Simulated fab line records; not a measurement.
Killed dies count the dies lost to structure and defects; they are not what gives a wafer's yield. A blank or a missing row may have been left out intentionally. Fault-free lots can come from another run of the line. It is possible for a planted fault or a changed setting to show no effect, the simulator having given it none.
Which tool is to blame? + flow rit cmos + Sampling: 15 lots, 45 wafers, 5 of 202 route steps

== WHAT EACH GAUGE READ, for each wafer ==
RIT_FOX2_THK_MEAS_01. Usual: for FOX2_OXIDE_THK the level is 349 nm and the standard deviation is 6.9.
| lot  | measured    | on            | FOX2_OXIDE_THK (nm) | flag |
|------|-------------|---------------|---------------------|------|
| L317 | day 1 19:47 | film metro-04 | 347 350 346         |      |
| L319 | day 2 05:54 | film metro-02 | 353 350 350         |      |
| L320 | day 2 10:20 | film metro-01 | 345 344 345         |      |
| L327 | day 4 01:01 | film metro-04 | 359 360 349         |      |
| L328 | day 4 04:55 | film metro-01 | 354 358 354         |      |
| L329 | day 4 09:59 | film metro-02 | 354 357 350         |      |
| L331 | day 4 19:31 | film metro-04 | 335 342 332         |      |
| L332 | day 4 22:20 | film metro-04 | 353 357 353         |      |
| L333 | day 5 03:29 | film metro-01 | 343 341 351         |      |
| L334 | day 5 10:16 | film metro-02 | 340 353 350         |      |
| L335 | day 5 17:36 | film metro-02 | 346 347 346         |      |
| L336 | day 5 19:07 | film metro-01 | 334 338 336         |      |
| L337 | day 5 22:44 | film metro-01 | 349 355 348         |      |
| L339 | day 6 13:35 | film metro-04 | 349 345 350         |      |
| L340 | day 6 14:23 | film metro-01 | 354 353 355         |      |

RIT_CONTACT_OVL_MEAS_09. Usual: for CONTACT_OVL the level is 0.0 nm and the standard deviation is 1.3.
| lot  | measured    | on         | CONTACT_OVL (nm) | flag |
|------|-------------|------------|------------------|------|
| L317 | day 3 09:03 | overlay-01 | 2.6 2.4 3.1      |      |
| L319 | day 3 15:55 | overlay-02 | -1.3 0.0 -1.1    |      |
| L320 | day 3 19:19 | overlay-01 | -0.1 -1.9 1.1    |      |
| L327 | day 5 11:47 | overlay-02 | 0.0 1.7 0.2      |      |
| L328 | day 5 17:17 | overlay-02 | -0.8 -0.2 -1.6   |      |
| L329 | day 5 19:50 | overlay-01 | -0.6 -0.6 1.1    |      |
| L331 | day 6 08:43 | overlay-01 | 0.4 2.4 1.7      |      |
| L332 | day 6 09:23 | overlay-02 | -1.2 0.0 -0.9    |      |
| L333 | day 6 14:16 | overlay-02 | -0.3 -0.2 -2.0   |      |
| L334 | day 7 00:16 | overlay-02 | -1.1 -1.2 -2.4   |      |
| L335 | day 7 06:04 | overlay-02 | -1.6 0.2 -0.2    |      |
| L336 | day 7 05:13 | overlay-01 | 2.3 1.6 2.7      |      |
| L337 | day 7 13:06 | overlay-02 | -1.1 -1.3 0.7    |      |
| L339 | day 8 03:35 | overlay-01 | 1.9 1.4 2.7      |      |
| L340 | day 8 03:28 | overlay-01 | -1.7 -2.3 -0.5   |      |

RIT_CONTACT_CD_MEAS_90: target cd 1000 nm. Usual: cd nm at 1000.2 nm, with a standard deviation of 2.
| lot  | measured    | on        | cd nm (nm)           | flag |
|------|-------------|-----------|----------------------|------|
| L317 | day 3 09:38 | cd sem-01 | 1002.5 1001.8 1004.7 |      |
| L319 | day 3 16:29 | cd sem-01 | 999.2 999.8 1000.9   |      |
| L320 | day 3 19:54 | cd sem-01 | 1001.1 998.9 999.2   |      |
| L327 | day 5 12:20 | cd sem-01 | - - -                | OFF  |
| L328 | day 5 17:51 | cd sem-02 | - - -                | OFF  |
| L329 | day 5 20:26 | cd sem-01 | - - -                | OFF  |
| L331 | day 6 09:18 | cd sem-01 | 999.1 1002.4 1003.1  |      |
| L332 | day 6 09:57 | cd sem-01 | 998.1 998.6 997.6    |      |
| L333 | day 6 14:50 | cd sem-02 | 1002.6 1000.8 1003.0 |      |
| L334 | day 7 00:58 | cd sem-02 | 997.5 999.9 998.3    |      |
| L335 | day 7 06:39 | cd sem-02 | 1001.2 1003.7 1001.8 |      |
| L336 | day 7 05:47 | cd sem-02 | 1000.4 999.6 1000.3  |      |
| L337 | day 7 13:40 | cd sem-02 | 998.9 999.3 998.3    |      |
| L339 | day 8 04:11 | cd sem-01 | 1001.1 1001.3 1001.0 |      |
| L340 | day 8 04:01 | cd sem-02 | 1000.0 997.5 996.5   |      |

== WHICH TOOL RAN EACH LOT (tool, then ch and the chambers of the sampled wafers, then the start) ==
| lot  | RIT_CONTACT_CVD_00             | RIT_CONTACT_STRIP_12                |
|------|--------------------------------|-------------------------------------|
| L317 | pecvd-02 ch 1,2, day 3 07:51   | plasma asher-04 ch 0,1, day 3 09:28 |
| L319 | pecvd-03 ch 0,2, day 3 14:14   | plasma asher-04 ch 0,1, day 3 16:18 |
| L320 | pecvd-02 ch 0,1,2, day 3 17:59 | plasma asher-01 ch 0,1, day 3 19:44 |
| L327 | pecvd-01 ch 0,1,2, day 5 10:28 | plasma asher-04 ch 0,1, day 5 12:10 |
| L328 | pecvd-03 ch 0,1,2, day 5 15:49 | plasma asher-04 ch 0,1, day 5 17:40 |
| L329 | pecvd-02 ch 0,1,2, day 5 18:31 | plasma asher-04 ch 0,1, day 5 20:16 |
| L331 | pecvd-03 ch 0,1,2, day 6 07:31 | plasma asher-04 ch 0,1, day 6 09:08 |
| L332 | pecvd-02 ch 1,2, day 6 08:04   | plasma asher-01 ch 0,1, day 6 09:46 |
| L333 | pecvd-01 ch 0,1,2, day 6 13:04 | plasma asher-02 ch 0,1, day 6 14:39 |
| L334 | pecvd-03 ch 0,1, day 6 22:56   | plasma asher-04 ch 0, day 7 00:46   |
| L335 | pecvd-01 ch 1,2, day 7 04:44   | plasma asher-02 ch 0,1, day 7 06:29 |
| L336 | pecvd-02 ch 0,1,2, day 7 04:01 | plasma asher-01 ch 0,1, day 7 05:36 |
| L337 | pecvd-03 ch 0,1, day 7 11:54   | plasma asher-02 ch 0,1, day 7 13:28 |
| L339 | pecvd-03 ch 1,2, day 8 02:23   | plasma asher-04 ch 0,1, day 8 04:00 |
| L340 | pecvd-01 ch 1,2, day 8 02:10   | plasma asher-02 ch 0,1, day 8 03:51 |
- RIT_CONTACT_CVD_00: deposits SiO2 from TEOS, target thk 400 nm, time 61 s.
- RIT_CONTACT_STRIP_12: strips in O2, time 180 s.

== AS READ BY THE TOOLS THEMSELVES (means over the sampled wafers that have a number; for cases with no such wafer, the mark the record gives instead) ==
RIT_CONTACT_CVD_00. Usual: heater power w 337 W, standard deviation 48; rf fwd power W 396.9 W, standard deviation 1.5.
| lot  | tool     | heater power w (W) | rf fwd power W (W) | flag |
|------|----------|--------------------|--------------------|------|
| L317 | pecvd-02 | 293                | 396.3              |      |
| L319 | pecvd-03 | 370                | 397.0              |      |
| L320 | pecvd-02 | 310                | 396.4              |      |
| L327 | pecvd-01 | -                  | -                  | OFF  |
| L328 | pecvd-03 | -                  | -                  | OFF  |
| L329 | pecvd-02 | -                  | -                  | OFF  |
| L331 | pecvd-03 | 357                | 395.8              |      |
| L332 | pecvd-02 | 301                | 397.2              |      |
| L333 | pecvd-01 | 361                | 396.7              |      |
| L334 | pecvd-03 | 325                | 396.3              |      |
| L335 | pecvd-01 | 381                | 396.5              |      |
| L336 | pecvd-02 | 302                | 397.8              |      |
| L337 | pecvd-03 | 314                | 397.4              |      |
| L339 | pecvd-03 | 358                | 397.1              |      |
| L340 | pecvd-01 | 339                | 396.7              |      |

RIT_CONTACT_STRIP_12. Usual: drypump motor current A at 5.7 A, with a standard deviation of 0.65.
| lot  | tool            | drypump motor current A (A) | flag |
|------|-----------------|-----------------------------|------|
| L317 | plasma asher-04 | 6.2                         |      |
| L319 | plasma asher-04 | 6.0                         |      |
| L320 | plasma asher-01 | 5.4                         |      |
| L327 | plasma asher-04 | 6.2                         |      |
| L328 | plasma asher-04 | 6.0                         |      |
| L329 | plasma asher-04 | 6.0                         |      |
| L331 | plasma asher-04 | 6.2                         |      |
| L332 | plasma asher-01 | 5.4                         |      |
| L333 | plasma asher-02 | 5.0                         |      |
| L334 | plasma asher-04 | 6.3                         |      |
| L335 | plasma asher-02 | 5.0                         |      |
| L336 | plasma asher-01 | 5.9                         |      |
| L337 | plasma asher-02 | 4.8                         |      |
| L339 | plasma asher-04 | 6.2                         |      |
| L340 | plasma asher-02 | 5.0                         |      |

== THE ANSWER, worked out from the rows above alone ==
Rule: a lot counts as off when the mean over its wafers that have a number is more than 3 standard deviations away from the usual mean. A lot without any number at a reading at which 4 lots or more have one is off too. The other lots that the step has rows for count as sound. Order of review: gauges by route order, followed by the tools' own readings, for which a lot's mean as printed above is used. At the first step where some lot is off, the reading lying furthest off is the one used; lots without a number count as furthest.
Off: L327, L328, L329 (RIT_CONTACT_CD_MEAS_90, cd nm). Without a number there: L327, L328, L329.
If a tool, at a process step before that reading, ran all the lots that are off and no sound lot after the first of them, it fits. The gauges at RIT_CONTACT_CD_MEAS_90 aren't tried: what is off there is off at RIT_CONTACT_CVD_00 too, on other tools, and a gauge's error can't cause that. Not one of the candidates tried fits.

== WHAT THE SIMULATOR HAD INSERTED ==
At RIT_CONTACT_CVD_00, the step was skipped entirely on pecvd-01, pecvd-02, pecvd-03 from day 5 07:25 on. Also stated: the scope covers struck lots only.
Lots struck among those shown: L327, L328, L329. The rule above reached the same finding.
